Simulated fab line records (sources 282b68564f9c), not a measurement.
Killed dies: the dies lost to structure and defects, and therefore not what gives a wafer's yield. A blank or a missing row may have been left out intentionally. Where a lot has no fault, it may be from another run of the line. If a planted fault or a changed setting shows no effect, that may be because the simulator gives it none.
fab line records || flow rit_cmos || part 2 of 2: steps 29 to 39 of 39
record {"lots": 5, "wafers": 15, "last_day": 7}
route steps=202 shown SPACER@126 NSD@131 PSD@142 SDANNEAL@153 PLDD@159 NLDD@160 SILICIDE@161
lots untouched by any fault: they come from a run of this same line in which no faults occurred
start_h: start of the lot's first displayed wafer, in hours after the record's first day || wait_h: hours since the lot's step before || " as in the row above || L1.1+2: a row that stands for several wafers || - either no value or no given start || * or withheld: withheld || < > ~ a bound
route shown NAME@n: a module of which the file shows steps, and the number in the route of the first || usual: mean/standard deviation taken from wafers without a fault || same: alike in all rows || chamber/n: place in a boat || sites: the reading at each site || _std_site: the standard deviation of these || _edge_site: the outer-site mean with the inner-site mean subtracted || radius_mm: for every site, how far away it sits from the centre of the wafer || mask NAME#n: copy n || behind: the tool/chamber that last shaped the wafer || hold: the reason the lot was held/the length of the hold in hours/how it ended || device: transistor that didn't switch, given as n, p or np || end of line: the same wafers' tests at the end of the route || for a step that has no rows: nothing shown but its recipe || killed: the dies lost at the first sort to structure and to defects; this is not the yield of the wafer || map: per-die view of a wafer (x killed, . not killed, _ where there is no die)
set.NAME: setting as actually run; set.NAME@STEP: the setting as run at that earlier step || model.NAME: the simulator's own value behind a step, which no gauge read
certain route steps with their lots: each step a table, each wafer a row
services: when a tool's chamber went out of use (start_h, in hours from the record's first day, below 0 if earlier), for how many hours, and the reason
## steps
# step RIT_SDANNEAL_CLEAN_01
# recipe {"chemistry": "dHF", "dilution": "50:1", "time_s": 30}
{"lot.wafer": "L075.3+5+6", "tool": "wet_bench-03", "chamber": 1, "start_h": 63.02, "wait_h": 0.0}
{"lot.wafer": "L078.2+4+5", "tool": "wet_bench-02", "chamber": 3, "start_h": 77.56, "wait_h": 0.2}
{"lot.wafer": "L087.2+3+6", "tool": "wet_bench-02", "chamber": 3, "start_h": 119.19, "wait_h": 0.0}
{"lot.wafer": "L095.2+5+6", "tool": "wet_bench-03", "chamber": 2, "start_h": 159.79, "wait_h": 0.0}
{"lot.wafer": "L096.1+3+5", "tool": "wet_bench-02", "chamber": 1, "start_h": 164.45, "wait_h": 0.0}
# step RIT_SDANNEAL_CLEAN_02
# recipe {"chemistry": "SC2", "mix": "3:3:50", "time_s": 600, "temp_c": 75, "dry": "n2_spin"}
{"lot.wafer": "L075.3+5+6", "tool": "wet_bench-04", "chamber": 1, "start_h": 63.03, "wait_h": 0.0}
{"lot.wafer": "L078.2+4+5", "tool": "wet_bench-03", "chamber": 3, "start_h": 77.73, "wait_h": 0.2}
{"lot.wafer": "L087.2+3+6", "tool": "wet_bench-03", "chamber": 0, "start_h": 119.20, "wait_h": 0.0}
{"lot.wafer": "L095.2+5+6", "tool": "wet_bench-02", "chamber": 0, "start_h": 159.81, "wait_h": 0.0}
{"lot.wafer": "L096.1+3+5", "tool": "wet_bench-04", "chamber": 2, "start_h": 164.46, "wait_h": 0.0}
# step RIT_SDANNEAL_RTA_03
# recipe {"temp_c": 1050, "time_s": 5, "idle_temp_c": 600, "ramp_up_c_per_s": 342, "ramp_down_c_per_s": 171, "cool_to_c": 600, "ambient": "N2"}
# usual {"ramp_up_c_per_s": "341.99/0.063", "wafer_temp_C_max": "1053.5/1.2"}
{"lot.wafer": "L075.3", "tool": "rtp_anneal-02", "chamber": 0, "start_h": 63.24, "wait_h": 0.0, "ramp_up_c_per_s": 342.00, "wafer_temp_C_max": 1055.0}
{"lot.wafer": "L075.5", "tool": "rtp_anneal-02", "chamber": 0, "start_h": 63.24, "wait_h": 0.0, "ramp_up_c_per_s": 341.86, "wafer_temp_C_max": 1054.2}
{"lot.wafer": "L075.6", "tool": "rtp_anneal-02", "chamber": 0, "start_h": 63.24, "wait_h": 0.0, "ramp_up_c_per_s": 342.01, "wafer_temp_C_max": 1052.5}
{"lot.wafer": "L078.2", "tool": "rtp_anneal-01", "chamber": 0, "start_h": 78.09, "wait_h": 0.0, "ramp_up_c_per_s": 341.94, "wafer_temp_C_max": 1054.3}
{"lot.wafer": "L078.4", "tool": "rtp_anneal-01", "chamber": 0, "start_h": 78.09, "wait_h": 0.0, "ramp_up_c_per_s": 341.92, "wafer_temp_C_max": 1054.4}
{"lot.wafer": "L078.5", "tool": "rtp_anneal-01", "chamber": 0, "start_h": 78.09, "wait_h": 0.0, "ramp_up_c_per_s": 342.03, "wafer_temp_C_max": 1052.5}
{"lot.wafer": "L087.2", "tool": "rtp_anneal-02", "chamber": 0, "start_h": 119.41, "wait_h": 0.0, "ramp_up_c_per_s": 341.99, "wafer_temp_C_max": 1052.4}
{"lot.wafer": "L087.3", "tool": "rtp_anneal-02", "chamber": 0, "start_h": 119.41, "wait_h": 0.0, "ramp_up_c_per_s": 341.93, "wafer_temp_C_max": 1056.2}
{"lot.wafer": "L087.6", "tool": "rtp_anneal-02", "chamber": 0, "start_h": 119.41, "wait_h": 0.0, "ramp_up_c_per_s": 342.01, "wafer_temp_C_max": 1053.6}
{"lot.wafer": "L095.2", "tool": "rtp_anneal-02", "chamber": 0, "start_h": 160.00, "wait_h": 0.0, "ramp_up_c_per_s": 342.01, "wafer_temp_C_max": 1051.9}
{"lot.wafer": "L095.5", "tool": "rtp_anneal-02", "chamber": 0, "start_h": 160.00, "wait_h": 0.0, "ramp_up_c_per_s": 342.11, "wafer_temp_C_max": 1053.8}
{"lot.wafer": "L095.6", "tool": "rtp_anneal-02", "chamber": 0, "start_h": 160.00, "wait_h": 0.0, "ramp_up_c_per_s": 341.94, "wafer_temp_C_max": 1053.3}
{"lot.wafer": "L096.1", "tool": "rtp_anneal-01", "chamber": 0, "start_h": 164.85, "wait_h": 0.0, "ramp_up_c_per_s": 342.04, "wafer_temp_C_max": 1055.2}
{"lot.wafer": "L096.3", "tool": "rtp_anneal-01", "chamber": 0, "start_h": 164.85, "wait_h": 0.0, "ramp_up_c_per_s": 341.92, "wafer_temp_C_max": 1052.3}
{"lot.wafer": "L096.5", "tool": "rtp_anneal-01", "chamber": 0, "start_h": 164.85, "wait_h": 0.0, "ramp_up_c_per_s": 342.02, "wafer_temp_C_max": 1052.7}
# step RIT_SDANNEAL_RS_MEAS_04
# recipe {"thk_meas_gauge": "four-point-probe"}
# usual {"PSD_RS": "115.8/0.37"}
{"lot.wafer": "L075.3", "tool": "film_metro-03", "chamber": "-", "start_h": 63.32, "wait_h": 0.1, "PSD_RS[ohm/sq]": 115.9}
{"lot.wafer": "L075.5", "tool": "film_metro-03", "chamber": "-", "start_h": 63.32, "wait_h": 0.1, "PSD_RS[ohm/sq]": 115.4}
{"lot.wafer": "L075.6", "tool": "film_metro-03", "chamber": "-", "start_h": 63.32, "wait_h": 0.1, "PSD_RS[ohm/sq]": 115.6}
{"lot.wafer": "L078.2", "tool": "film_metro-01", "chamber": "-", "start_h": 78.16, "wait_h": 0.1, "PSD_RS[ohm/sq]": 116.4}
{"lot.wafer": "L078.4", "tool": "film_metro-01", "chamber": "-", "start_h": 78.16, "wait_h": 0.1, "PSD_RS[ohm/sq]": 116.2}
{"lot.wafer": "L078.5", "tool": "film_metro-01", "chamber": "-", "start_h": 78.16, "wait_h": 0.1, "PSD_RS[ohm/sq]": 116.2}
{"lot.wafer": "L087.2", "tool": "film_metro-02", "chamber": "-", "start_h": 119.51, "wait_h": 0.1, "PSD_RS[ohm/sq]": 116.1}
{"lot.wafer": "L087.3", "tool": "film_metro-02", "chamber": "-", "start_h": 119.51, "wait_h": 0.1, "PSD_RS[ohm/sq]": 115.6}
{"lot.wafer": "L087.6", "tool": "film_metro-02", "chamber": "-", "start_h": 119.51, "wait_h": 0.1, "PSD_RS[ohm/sq]": 115.9}
{"lot.wafer": "L095.2", "tool": "film_metro-01", "chamber": "-", "start_h": 160.06, "wait_h": 0.1, "PSD_RS[ohm/sq]": 116.1}
{"lot.wafer": "L095.5", "tool": "film_metro-01", "chamber": "-", "start_h": 160.06, "wait_h": 0.1, "PSD_RS[ohm/sq]": 115.8}
{"lot.wafer": "L095.6", "tool": "film_metro-01", "chamber": "-", "start_h": 160.06, "wait_h": 0.1, "PSD_RS[ohm/sq]": 116.1}
{"lot.wafer": "L096.1", "tool": "film_metro-02", "chamber": "-", "start_h": 164.96, "wait_h": 0.1, "PSD_RS[ohm/sq]": 116.1}
{"lot.wafer": "L096.3", "tool": "film_metro-02", "chamber": "-", "start_h": 164.96, "wait_h": 0.1, "PSD_RS[ohm/sq]": 115.7}
{"lot.wafer": "L096.5", "tool": "film_metro-02", "chamber": "-", "start_h": 164.96, "wait_h": 0.1, "PSD_RS[ohm/sq]": 115.9}
# step RIT_SDANNEAL_RS_MEAS_05
# recipe {"thk_meas_gauge": "four-point-probe"}
# usual {"NSD_RS": "84.3/0.33"}
{"lot.wafer": "L075.3", "tool": "film_metro-03", "chamber": "-", "start_h": 63.44, "wait_h": 0.1, "NSD_RS[ohm/sq]": 83.8}
{"lot.wafer": "L075.5", "tool": "film_metro-03", "chamber": "-", "start_h": 63.44, "wait_h": 0.1, "NSD_RS[ohm/sq]": 83.9}
{"lot.wafer": "L075.6", "tool": "film_metro-03", "chamber": "-", "start_h": 63.44, "wait_h": 0.1, "NSD_RS[ohm/sq]": 83.9}
{"lot.wafer": "L078.2", "tool": "film_metro-01", "chamber": "-", "start_h": 78.28, "wait_h": 0.1, "NSD_RS[ohm/sq]": 84.9}
{"lot.wafer": "L078.4", "tool": "film_metro-01", "chamber": "-", "start_h": 78.28, "wait_h": 0.1, "NSD_RS[ohm/sq]": 84.6}
{"lot.wafer": "L078.5", "tool": "film_metro-01", "chamber": "-", "start_h": 78.28, "wait_h": 0.1, "NSD_RS[ohm/sq]": 84.6}
{"lot.wafer": "L087.2", "tool": "film_metro-02", "chamber": "-", "start_h": 119.63, "wait_h": 0.1, "NSD_RS[ohm/sq]": 84.3}
{"lot.wafer": "L087.3", "tool": "film_metro-02", "chamber": "-", "start_h": 119.63, "wait_h": 0.1, "NSD_RS[ohm/sq]": 84.5}
{"lot.wafer": "L087.6", "tool": "film_metro-02", "chamber": "-", "start_h": 119.63, "wait_h": 0.1, "NSD_RS[ohm/sq]": 84.4}
{"lot.wafer": "L095.2", "tool": "film_metro-01", "chamber": "-", "start_h": 160.18, "wait_h": 0.1, "NSD_RS[ohm/sq]": 84.4}
{"lot.wafer": "L095.5", "tool": "film_metro-01", "chamber": "-", "start_h": 160.18, "wait_h": 0.1, "NSD_RS[ohm/sq]": 84.2}
{"lot.wafer": "L095.6", "tool": "film_metro-01", "chamber": "-", "start_h": 160.18, "wait_h": 0.1, "NSD_RS[ohm/sq]": 84.2}
{"lot.wafer": "L096.1", "tool": "film_metro-02", "chamber": "-", "start_h": 165.08, "wait_h": 0.1, "NSD_RS[ohm/sq]": 84.2}
{"lot.wafer": "L096.3", "tool": "film_metro-02", "chamber": "-", "start_h": 165.08, "wait_h": 0.1, "NSD_RS[ohm/sq]": 84.2}
{"lot.wafer": "L096.5", "tool": "film_metro-02", "chamber": "-", "start_h": 165.08, "wait_h": 0.1, "NSD_RS[ohm/sq]": 84.2}
# step RIT_SDANNEAL_RS_MEAS_06
# recipe {"thk_meas_gauge": "four-point-probe"}
# usual {"PLDD_RS": "179.5/0.7"}
{"lot.wafer": "L075.3", "tool": "film_metro-03", "chamber": "-", "start_h": 63.56, "wait_h": 0.1, "PLDD_RS[ohm/sq]": 179.7}
{"lot.wafer": "L075.5", "tool": "film_metro-03", "chamber": "-", "start_h": 63.56, "wait_h": 0.1, "PLDD_RS[ohm/sq]": 179.3}
{"lot.wafer": "L075.6", "tool": "film_metro-03", "chamber": "-", "start_h": 63.56, "wait_h": 0.1, "PLDD_RS[ohm/sq]": 179.6}
{"lot.wafer": "L078.2", "tool": "film_metro-01", "chamber": "-", "start_h": 78.40, "wait_h": 0.1, "PLDD_RS[ohm/sq]": 180.0}
{"lot.wafer": "L078.4", "tool": "film_metro-01", "chamber": "-", "start_h": 78.40, "wait_h": 0.1, "PLDD_RS[ohm/sq]": 179.8}
{"lot.wafer": "L078.5", "tool": "film_metro-01", "chamber": "-", "start_h": 78.40, "wait_h": 0.1, "PLDD_RS[ohm/sq]": 180.0}
{"lot.wafer": "L087.2", "tool": "film_metro-02", "chamber": "-", "start_h": 119.75, "wait_h": 0.1, "PLDD_RS[ohm/sq]": 178.9}
{"lot.wafer": "L087.3", "tool": "film_metro-02", "chamber": "-", "start_h": 119.75, "wait_h": 0.1, "PLDD_RS[ohm/sq]": 179.1}
{"lot.wafer": "L087.6", "tool": "film_metro-02", "chamber": "-", "start_h": 119.75, "wait_h": 0.1, "PLDD_RS[ohm/sq]": 179.6}
{"lot.wafer": "L095.2", "tool": "film_metro-01", "chamber": "-", "start_h": 160.30, "wait_h": 0.1, "PLDD_RS[ohm/sq]": 179.6}
{"lot.wafer": "L095.5", "tool": "film_metro-01", "chamber": "-", "start_h": 160.30, "wait_h": 0.1, "PLDD_RS[ohm/sq]": 180.1}
{"lot.wafer": "L095.6", "tool": "film_metro-01", "chamber": "-", "start_h": 160.30, "wait_h": 0.1, "PLDD_RS[ohm/sq]": 180.4}
{"lot.wafer": "L096.1", "tool": "film_metro-02", "chamber": "-", "start_h": 165.20, "wait_h": 0.1, "PLDD_RS[ohm/sq]": 179.2}
{"lot.wafer": "L096.3", "tool": "film_metro-02", "chamber": "-", "start_h": 165.20, "wait_h": 0.1, "PLDD_RS[ohm/sq]": 178.7}
{"lot.wafer": "L096.5", "tool": "film_metro-02", "chamber": "-", "start_h": 165.20, "wait_h": 0.1, "PLDD_RS[ohm/sq]": 179.4}
# step RIT_SDANNEAL_RS_MEAS_07
# recipe {"thk_meas_gauge": "four-point-probe"}
# usual {"NLDD_RS": "151.5/0.51"}
{"lot.wafer": "L075.3", "tool": "film_metro-03", "chamber": "-", "start_h": 63.68, "wait_h": 0.1, "NLDD_RS[ohm/sq]": 152.0}
{"lot.wafer": "L075.5", "tool": "film_metro-03", "chamber": "-", "start_h": 63.68, "wait_h": 0.1, "NLDD_RS[ohm/sq]": 151.3}
{"lot.wafer": "L075.6", "tool": "film_metro-03", "chamber": "-", "start_h": 63.68, "wait_h": 0.1, "NLDD_RS[ohm/sq]": 151.2}
{"lot.wafer": "L078.2", "tool": "film_metro-01", "chamber": "-", "start_h": 78.52, "wait_h": 0.1, "NLDD_RS[ohm/sq]": 151.9}
{"lot.wafer": "L078.4", "tool": "film_metro-01", "chamber": "-", "start_h": 78.52, "wait_h": 0.1, "NLDD_RS[ohm/sq]": 151.4}
{"lot.wafer": "L078.5", "tool": "film_metro-01", "chamber": "-", "start_h": 78.52, "wait_h": 0.1, "NLDD_RS[ohm/sq]": 151.3}
{"lot.wafer": "L087.2", "tool": "film_metro-02", "chamber": "-", "start_h": 119.87, "wait_h": 0.1, "NLDD_RS[ohm/sq]": 151.6}
{"lot.wafer": "L087.3", "tool": "film_metro-02", "chamber": "-", "start_h": 119.87, "wait_h": 0.1, "NLDD_RS[ohm/sq]": 151.2}
{"lot.wafer": "L087.6", "tool": "film_metro-02", "chamber": "-", "start_h": 119.87, "wait_h": 0.1, "NLDD_RS[ohm/sq]": 151.5}
{"lot.wafer": "L095.2", "tool": "film_metro-01", "chamber": "-", "start_h": 160.42, "wait_h": 0.1, "NLDD_RS[ohm/sq]": 151.2}
{"lot.wafer": "L095.5", "tool": "film_metro-01", "chamber": "-", "start_h": 160.42, "wait_h": 0.1, "NLDD_RS[ohm/sq]": 151.6}
{"lot.wafer": "L095.6", "tool": "film_metro-01", "chamber": "-", "start_h": 160.42, "wait_h": 0.1, "NLDD_RS[ohm/sq]": 151.7}
{"lot.wafer": "L096.1", "tool": "film_metro-02", "chamber": "-", "start_h": 165.32, "wait_h": 0.1, "NLDD_RS[ohm/sq]": 151.0}
{"lot.wafer": "L096.3", "tool": "film_metro-02", "chamber": "-", "start_h": 165.32, "wait_h": 0.1, "NLDD_RS[ohm/sq]": 151.3}
{"lot.wafer": "L096.5", "tool": "film_metro-02", "chamber": "-", "start_h": 165.32, "wait_h": 0.1, "NLDD_RS[ohm/sq]": 150.9}
# step RIT_SILICIDE_WET_ETCH_00
# recipe {"chemistry": "BOE", "target": "SiO2", "target_depth_nm": 14, "time_s": 15, "dry": "n2_spin", "dilution": "10:1", "temp_c": 21.5}
{"lot.wafer": "L075.3+5+6", "tool": "wet_bench-04", "chamber": 1, "start_h": 63.76, "wait_h": 0.1}
{"lot.wafer": "L078.2+4+5", "tool": "wet_bench-04", "chamber": 0, "start_h": 78.62, "wait_h": 0.1}
{"lot.wafer": "L087.2+3+6", "tool": "wet_bench-04", "chamber": 2, "start_h": 119.97, "wait_h": 0.1}
{"lot.wafer": "L095.2+5+6", "tool": "wet_bench-01", "chamber": 2, "start_h": 160.52, "wait_h": 0.1}
{"lot.wafer": "L096.1+3+5", "tool": "wet_bench-01", "chamber": 0, "start_h": 165.44, "wait_h": 0.1}
# step RIT_SILICIDE_SPUTTER_01
# recipe {"material": "Ti", "target_thk_nm": 30, "power_w": 350, "chamber_pressure_pa": 0.667, "gas": "Ar", "time_s": 240, "substrate_temp_c": 25}
# usual {"substrate_temp_c": "25.01/0.1", "throttle_valve_pct": "30.7/0.94"}
{"lot.wafer": "L075.3", "tool": "pvd_sputter-04", "chamber": "-", "start_h": 63.78, "wait_h": 0.0, "substrate_temp_c": 24.96, "throttle_valve_pct": 31.5}
{"lot.wafer": "L075.5", "tool": "pvd_sputter-04", "chamber": "-", "start_h": 63.78, "wait_h": 0.0, "substrate_temp_c": 25.03, "throttle_valve_pct": 31.2}
{"lot.wafer": "L075.6", "tool": "pvd_sputter-04", "chamber": "-", "start_h": 63.78, "wait_h": 0.0, "substrate_temp_c": 25.00, "throttle_valve_pct": 31.7}
{"lot.wafer": "L078.2", "tool": "pvd_sputter-01", "chamber": "-", "start_h": 78.63, "wait_h": 0.0, "substrate_temp_c": 24.92, "throttle_valve_pct": 30.7}
{"lot.wafer": "L078.4", "tool": "pvd_sputter-01", "chamber": "-", "start_h": 78.63, "wait_h": 0.0, "substrate_temp_c": 24.98, "throttle_valve_pct": 31.3}
{"lot.wafer": "L078.5", "tool": "pvd_sputter-01", "chamber": "-", "start_h": 78.63, "wait_h": 0.0, "substrate_temp_c": 25.05, "throttle_valve_pct": 30.9}
{"lot.wafer": "L087.2", "tool": "pvd_sputter-04", "chamber": "-", "start_h": 119.98, "wait_h": 0.0, "substrate_temp_c": 25.26, "throttle_valve_pct": 31.2}
{"lot.wafer": "L087.3", "tool": "pvd_sputter-04", "chamber": "-", "start_h": 119.98, "wait_h": 0.0, "substrate_temp_c": 24.88, "throttle_valve_pct": 31.7}
{"lot.wafer": "L087.6", "tool": "pvd_sputter-04", "chamber": "-", "start_h": 119.98, "wait_h": 0.0, "substrate_temp_c": 24.94, "throttle_valve_pct": 31.8}
{"lot.wafer": "L095.2", "tool": "pvd_sputter-01", "chamber": "-", "start_h": 160.54, "wait_h": 0.0, "substrate_temp_c": 24.90, "throttle_valve_pct": 30.6}
{"lot.wafer": "L095.5", "tool": "pvd_sputter-01", "chamber": "-", "start_h": 160.54, "wait_h": 0.0, "substrate_temp_c": 25.07, "throttle_valve_pct": 30.7}
{"lot.wafer": "L095.6", "tool": "pvd_sputter-01", "chamber": "-", "start_h": 160.54, "wait_h": 0.0, "substrate_temp_c": 24.84, "throttle_valve_pct": 30.9}
{"lot.wafer": "L096.1", "tool": "pvd_sputter-04", "chamber": "-", "start_h": 165.45, "wait_h": 0.0, "substrate_temp_c": 25.09, "throttle_valve_pct": 31.8}
{"lot.wafer": "L096.3", "tool": "pvd_sputter-04", "chamber": "-", "start_h": 165.45, "wait_h": 0.0, "substrate_temp_c": 25.01, "throttle_valve_pct": 31.2}
{"lot.wafer": "L096.5", "tool": "pvd_sputter-04", "chamber": "-", "start_h": 165.45, "wait_h": 0.0, "substrate_temp_c": 25.17, "throttle_valve_pct": 31.3}
# step RIT_SILICIDE_RS_MEAS_02
# recipe {"thk_meas_gauge": "four-point-probe", "reads": "Ti_of_SILICIDE_SPUTTER_01"}
# usual {"SILICIDE_TI_RS": "48.2/0.76"}
{"lot.wafer": "L075.3", "tool": "film_metro-04", "chamber": "-", "start_h": 63.97, "wait_h": 0.1, "SILICIDE_TI_RS[ohm/sq]": 47.8}
{"lot.wafer": "L075.5", "tool": "film_metro-04", "chamber": "-", "start_h": 63.97, "wait_h": 0.1, "SILICIDE_TI_RS[ohm/sq]": 48.0}
{"lot.wafer": "L075.6", "tool": "film_metro-04", "chamber": "-", "start_h": 63.97, "wait_h": 0.1, "SILICIDE_TI_RS[ohm/sq]": 47.6}
{"lot.wafer": "L078.2", "tool": "film_metro-04", "chamber": "-", "start_h": 78.80, "wait_h": 0.1, "SILICIDE_TI_RS[ohm/sq]": 48.5}
{"lot.wafer": "L078.4", "tool": "film_metro-04", "chamber": "-", "start_h": 78.80, "wait_h": 0.1, "SILICIDE_TI_RS[ohm/sq]": 48.4}
{"lot.wafer": "L078.5", "tool": "film_metro-04", "chamber": "-", "start_h": 78.80, "wait_h": 0.1, "SILICIDE_TI_RS[ohm/sq]": 48.9}
{"lot.wafer": "L087.2", "tool": "film_metro-02", "chamber": "-", "start_h": 120.15, "wait_h": 0.1, "SILICIDE_TI_RS[ohm/sq]": 47.5}
{"lot.wafer": "L087.3", "tool": "film_metro-02", "chamber": "-", "start_h": 120.15, "wait_h": 0.1, "SILICIDE_TI_RS[ohm/sq]": 48.3}
{"lot.wafer": "L087.6", "tool": "film_metro-02", "chamber": "-", "start_h": 120.15, "wait_h": 0.1, "SILICIDE_TI_RS[ohm/sq]": 48.1}
{"lot.wafer": "L095.2", "tool": "film_metro-02", "chamber": "-", "start_h": 160.71, "wait_h": 0.1, "SILICIDE_TI_RS[ohm/sq]": 49.6}
{"lot.wafer": "L095.5", "tool": "film_metro-02", "chamber": "-", "start_h": 160.71, "wait_h": 0.1, "SILICIDE_TI_RS[ohm/sq]": 49.6}
{"lot.wafer": "L095.6", "tool": "film_metro-02", "chamber": "-", "start_h": 160.71, "wait_h": 0.1, "SILICIDE_TI_RS[ohm/sq]": 49.9}
{"lot.wafer": "L096.1", "tool": "film_metro-04", "chamber": "-", "start_h": 165.60, "wait_h": 0.1, "SILICIDE_TI_RS[ohm/sq]": 48.9}
{"lot.wafer": "L096.3", "tool": "film_metro-04", "chamber": "-", "start_h": 165.60, "wait_h": 0.1, "SILICIDE_TI_RS[ohm/sq]": 48.4}
{"lot.wafer": "L096.5", "tool": "film_metro-04", "chamber": "-", "start_h": 165.60, "wait_h": 0.1, "SILICIDE_TI_RS[ohm/sq]": 48.2}
# step RIT_SILICIDE_THK_MEAS_03
# recipe {"thk_meas_gauge": "xrf", "reads": "Ti_of_SILICIDE_SPUTTER_01"}
# usual {"SILICIDE_TI_THK": "29.8/0.39"}
{"lot.wafer": "L075.3", "tool": "film_metro-04", "chamber": "-", "start_h": 64.07, "wait_h": 0.1, "SILICIDE_TI_THK[nm]": 30.0}
{"lot.wafer": "L075.5", "tool": "film_metro-04", "chamber": "-", "start_h": 64.07, "wait_h": 0.1, "SILICIDE_TI_THK[nm]": 30.1}
{"lot.wafer": "L075.6", "tool": "film_metro-04", "chamber": "-", "start_h": 64.07, "wait_h": 0.1, "SILICIDE_TI_THK[nm]": 30.2}
{"lot.wafer": "L078.2", "tool": "film_metro-04", "chamber": "-", "start_h": 78.91, "wait_h": 0.1, "SILICIDE_TI_THK[nm]": 29.7}
{"lot.wafer": "L078.4", "tool": "film_metro-04", "chamber": "-", "start_h": 78.91, "wait_h": 0.1, "SILICIDE_TI_THK[nm]": 29.7}
{"lot.wafer": "L078.5", "tool": "film_metro-04", "chamber": "-", "start_h": 78.91, "wait_h": 0.1, "SILICIDE_TI_THK[nm]": 29.5}
{"lot.wafer": "L087.2", "tool": "film_metro-02", "chamber": "-", "start_h": 120.26, "wait_h": 0.1, "SILICIDE_TI_THK[nm]": 30.3}
{"lot.wafer": "L087.3", "tool": "film_metro-02", "chamber": "-", "start_h": 120.26, "wait_h": 0.1, "SILICIDE_TI_THK[nm]": 29.9}
{"lot.wafer": "L087.6", "tool": "film_metro-02", "chamber": "-", "start_h": 120.26, "wait_h": 0.1, "SILICIDE_TI_THK[nm]": 30.0}
{"lot.wafer": "L095.2", "tool": "film_metro-02", "chamber": "-", "start_h": 160.82, "wait_h": 0.1, "SILICIDE_TI_THK[nm]": 29.2}
{"lot.wafer": "L095.5", "tool": "film_metro-02", "chamber": "-", "start_h": 160.82, "wait_h": 0.1, "SILICIDE_TI_THK[nm]": 29.2}
{"lot.wafer": "L095.6", "tool": "film_metro-02", "chamber": "-", "start_h": 160.82, "wait_h": 0.1, "SILICIDE_TI_THK[nm]": 29.1}
{"lot.wafer": "L096.1", "tool": "film_metro-04", "chamber": "-", "start_h": 165.72, "wait_h": 0.1, "SILICIDE_TI_THK[nm]": 29.5}
{"lot.wafer": "L096.3", "tool": "film_metro-04", "chamber": "-", "start_h": 165.72, "wait_h": 0.1, "SILICIDE_TI_THK[nm]": 29.6}
{"lot.wafer": "L096.5", "tool": "film_metro-04", "chamber": "-", "start_h": 165.72, "wait_h": 0.1, "SILICIDE_TI_THK[nm]": 29.7}
## services
{"tool": "plasma_asher-01", "chamber": "-", "start_h": 37.51, "hours": 3.4, "kind": "repair"}
{"tool": "rtp_anneal-01", "chamber": "-", "start_h": 38.90, "hours": 35.1, "kind": "pm"}
{"tool": "implanter-03", "chamber": "-", "start_h": 41.81, "hours": 1.9, "kind": "repair"}
{"tool": "iline_stepper-02", "chamber": "-", "start_h": 43.42, "hours": 1.7, "kind": "pm"}
{"tool": "implanter-04", "chamber": "-", "start_h": 44.14, "hours": 15.7, "kind": "pm"}
{"tool": "rie_diel-03", "chamber": 1, "start_h": 48.46, "hours": 8.1, "kind": "repair"}
{"tool": "implanter-03", "chamber": "-", "start_h": 48.56, "hours": 4.6, "kind": "repair"}
{"tool": "plasma_asher-01", "chamber": "-", "start_h": 48.61, "hours": 8.9, "kind": "repair"}
{"tool": "rie_diel-01", "chamber": 2, "start_h": 67.31, "hours": 4.3, "kind": "repair"}
{"tool": "lpcvd-02", "chamber": "-", "start_h": 68.87, "hours": 6.1, "kind": "pm"}
{"tool": "plasma_asher-01", "chamber": "-", "start_h": 74.01, "hours": 19.3, "kind": "repair"}
{"tool": "implanter-02", "chamber": "-", "start_h": 77.75, "hours": 1.7, "kind": "repair"}
{"tool": "rtp_anneal-01", "chamber": "-", "start_h": 79.63, "hours": 5.0, "kind": "pm"}
{"tool": "pvd_sputter-01", "chamber": "-", "start_h": 80.12, "hours": 3.4, "kind": "repair"}
{"tool": "implanter-04", "chamber": "-", "start_h": 100.37, "hours": 19.7, "kind": "pm"}
{"tool": "wet_bench-03", "chamber": "-", "start_h": 105.54, "hours": 1.9, "kind": "repair"}
{"tool": "plasma_asher-02", "chamber": "-", "start_h": 108.75, "hours": 9.0, "kind": "pm"}
{"tool": "rie_diel-03", "chamber": 2, "start_h": 109.57, "hours": 15.8, "kind": "repair"}
{"tool": "rie_diel-01", "chamber": 3, "start_h": 113.13, "hours": 12.9, "kind": "repair"}
{"tool": "implanter-01", "chamber": "-", "start_h": 118.44, "hours": 0.8, "kind": "repair"}
{"tool": "plasma_asher-03", "chamber": "-", "start_h": 128.34, "hours": 14.6, "kind": "pm"}
{"tool": "wet_bench-01", "chamber": "-", "start_h": 138.84, "hours": 3.0, "kind": "repair"}
{"tool": "implanter-01", "chamber": "-", "start_h": 140.09, "hours": 1.4, "kind": "repair"}
{"tool": "rie_diel-02", "chamber": "-", "start_h": 154.74, "hours": 1.4, "kind": "repair"}
